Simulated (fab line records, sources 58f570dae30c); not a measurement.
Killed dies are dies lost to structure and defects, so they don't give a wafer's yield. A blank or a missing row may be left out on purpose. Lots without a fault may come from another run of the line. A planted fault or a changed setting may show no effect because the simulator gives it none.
Which tool did it? | flow berkeley_cmos170 | 15 lots, 45 wafers sampled, at 4 steps of a route of 331

WHAT THE GAUGES READ, wafer by wafer
UCB170_SPACER_THK_MEAS_01.
lot  | measured     | on            | SPACER_TEOS_THK (nm)
L271 | day 7 00:10  | film_metro-03 | 379 390 385
L276 | day 7 19:26  | film_metro-03 | 369 377 366
L275 | day 7 19:36  | film_metro-01 | 368 366 374
L279 | day 8 02:36  | film_metro-04 | 371 374 376
L280 | day 8 03:01  | film_metro-03 | 377 369 384
L278 | day 8 03:14  | film_metro-01 | 368 381 383
L277 | day 8 03:18  | film_metro-04 | 378 378 379
L281 | day 8 15:23  | film_metro-03 | 374 369 366
L283 | day 8 15:50  | film_metro-04 | 365 370 376
L286 | day 9 15:12  | film_metro-04 | 369 376 368
L289 | day 10 08:59 | film_metro-01 | 377 378 386
L290 | day 10 09:44 | film_metro-03 | 363 374 373
L292 | day 10 09:44 | film_metro-04 | 373 376 384
L293 | day 10 20:19 | film_metro-04 | 370 370 375
L294 | day 11 03:26 | film_metro-03 | 372 379 379

UCB170_NSD_CD_MEAS_06: target cd 1200 nm.
lot  | measured     | on        | cd_nm (nm)
L271 | day 7 08:56  | cd_sem-02 | 1198.8 1198.6 1198.8
L276 | day 8 01:54  | cd_sem-02 | 1198.2 1199.3 1199.7
L275 | day 8 02:10  | cd_sem-02 | 1198.4 1197.3 1198.4
L279 | day 8 10:16  | cd_sem-01 | 1199.2 1200.1 1198.9
L280 | day 8 10:26  | cd_sem-01 | 1199.8 1201.2 1199.9
L278 | day 8 10:57  | cd_sem-01 | 1201.6 1201.8 1201.6
L277 | day 8 11:01  | cd_sem-02 | 1200.0 1200.5 1201.4
L281 | day 8 23:55  | cd_sem-01 | 1198.4 1199.3 1197.8
L283 | day 9 00:01  | cd_sem-02 | 1197.1 1197.1 1198.4
L286 | day 10 00:58 | cd_sem-01 | - - -
L289 | day 10 18:36 | cd_sem-01 | - - -
L290 | day 10 18:51 | cd_sem-01 | - - -
L292 | day 10 19:08 | cd_sem-02 | 1197.4 1197.8 1197.1
L293 | day 11 05:14 | cd_sem-01 | 1201.2 1201.3 1202.6
L294 | day 11 11:55 | cd_sem-01 | 1199.9 1199.8 1200.3

WHICH TOOL RAN EACH LOT (tool, then ch and the chambers of the sampled wafers, then the start)
lot  | UCB170_PSD_STRIP_09                  | UCB170_NSD_COAT_01
L271 | plasma_asher-02 ch 1, day 7 04:34    | litho_track-03 ch 0, day 7 07:22
L276 | plasma_asher-03 ch 0,1, day 7 23:41  | litho_track-03 ch 0, day 8 01:01
L275 | plasma_asher-04 ch 0,1, day 7 23:56  | litho_track-01 ch 0, day 8 01:24
L279 | plasma_asher-03 ch 0,1, day 8 08:25  | litho_track-01 ch 0, day 8 09:15
L280 | plasma_asher-04 ch 0,1, day 8 08:33  | litho_track-03 ch 0, day 8 09:25
L278 | plasma_asher-02 ch 0,1, day 8 08:41  | litho_track-01 ch 0, day 8 09:43
L277 | plasma_asher-03 ch 0,1, day 8 08:51  | litho_track-03 ch 0, day 8 09:52
L281 | plasma_asher-04 ch 0,1, day 8 22:13  | litho_track-01 ch 0, day 8 22:58
L283 | plasma_asher-02 ch 0,1, day 8 22:20  | litho_track-02 ch 0, day 8 23:05
L286 | plasma_asher-04 ch 0,1, day 9 23:19  | litho_track-03, day 10 00:07
L289 | plasma_asher-03 ch 0,1, day 10 13:38 | litho_track-03, day 10 17:35
L290 | plasma_asher-04 ch 0,1, day 10 14:09 | litho_track-02, day 10 17:34
L292 | plasma_asher-03 ch 0,1, day 10 14:23 | litho_track-03 ch 0, day 10 18:01
L293 | plasma_asher-04 ch 0,1, day 11 03:21 | litho_track-01 ch 0, day 11 04:16
L294 | plasma_asher-04 ch 0,1, day 11 10:37 | litho_track-03 ch 0, day 11 11:07
- UCB170_PSD_STRIP_09: strips in O2.
- UCB170_NSD_COAT_01: resist thk 900 nm.

WHAT THE TOOLS THEMSELVES READ (means of the sampled wafers that have a number; where no wafer has one, the mark that the record gives instead)
UCB170_PSD_STRIP_09.
lot  | tool            | drypump_motor_current_A (A) | oes_product_au (a.u.) | strip_time_to_endpoint_s (s)
L271 | plasma_asher-02 | 5.9                         | 0.597                 | 29.57
L276 | plasma_asher-03 | 5.2                         | 0.599                 | 29.57
L275 | plasma_asher-04 | 6.0                         | 0.600                 | 29.62
L279 | plasma_asher-03 | 5.1                         | 0.598                 | 29.46
L280 | plasma_asher-04 | 6.0                         | 0.598                 | 29.54
L278 | plasma_asher-02 | 5.2                         | 0.599                 | 29.61
L277 | plasma_asher-03 | 5.2                         | 0.596                 | 29.58
L281 | plasma_asher-04 | 5.9                         | 0.598                 | 29.67
L283 | plasma_asher-02 | 5.5                         | 0.599                 | 29.62
L286 | plasma_asher-04 | 5.9                         | 0.602                 | 29.54
L289 | plasma_asher-03 | 5.2                         | 0.595                 | 29.73
L290 | plasma_asher-04 | 5.9                         | 0.597                 | 29.64
L292 | plasma_asher-03 | 5.2                         | 0.597                 | 29.71
L293 | plasma_asher-04 | 6.0                         | 0.597                 | 29.45
L294 | plasma_asher-04 | 5.9                         | 0.597                 | 29.65

UCB170_NSD_COAT_01.
lot  | tool           | chill_plate_temp_C (C) | dispense_pressure_kPa (kPa)
L271 | litho_track-03 | 22.71                  | 50
L276 | litho_track-03 | 23.10                  | 50
L275 | litho_track-01 | 22.82                  | 56
L279 | litho_track-01 | 22.87                  | 56
L280 | litho_track-03 | 22.97                  | 50
L278 | litho_track-01 | 23.09                  | 56
L277 | litho_track-03 | 22.98                  | 50
L281 | litho_track-01 | 22.96                  | 56
L283 | litho_track-02 | 23.19                  | 43
L286 | litho_track-03 | -                      | -
L289 | litho_track-03 | -                      | -
L290 | litho_track-02 | -                      | -
L292 | litho_track-03 | 22.97                  | 50
L293 | litho_track-01 | 22.96                  | 56
L294 | litho_track-03 | 22.99                  | 50

THE ANSWER, worked out from the rows above alone
Rule: what is usual is taken from the lots themselves. Put in order of their means at a reading, lots are off if they are a third of the lots or fewer, leave a main group of 4 or more, and stand apart from it by a gap of 3 or more times the standard deviation of the main group's means; of several such gaps the widest counts. A main group whose means are all the same, to the digits that the tables above print for the reading, isn't used. A lot without any number at a reading at which 4 lots or more have one is off too. The other lots that the step has rows for count as sound. The gauges are gone through in route order, then the tools' own readings, and for those a lot's mean is taken as printed above. The first step at which some lot is off is used, and at that step the reading that is off furthest; a lot without a number counts as furthest.
Off: L286, L289, L290, at UCB170_NSD_CD_MEAS_06 (cd_nm). Without a number there: L286, L289, L290. The main group: mean 1199.4 nm, standard deviation 1.4.
A tool fits if, at a process step before that reading, it ran every lot that is off, and no sound lot after the first of them. The gauges at UCB170_NSD_CD_MEAS_06 aren't tried: what is off there is off at UCB170_NSD_COAT_01 too, on other tools, and a gauge's error can't cause that. None of those tried fits.

WHAT THE SIMULATOR HAD PUT IN
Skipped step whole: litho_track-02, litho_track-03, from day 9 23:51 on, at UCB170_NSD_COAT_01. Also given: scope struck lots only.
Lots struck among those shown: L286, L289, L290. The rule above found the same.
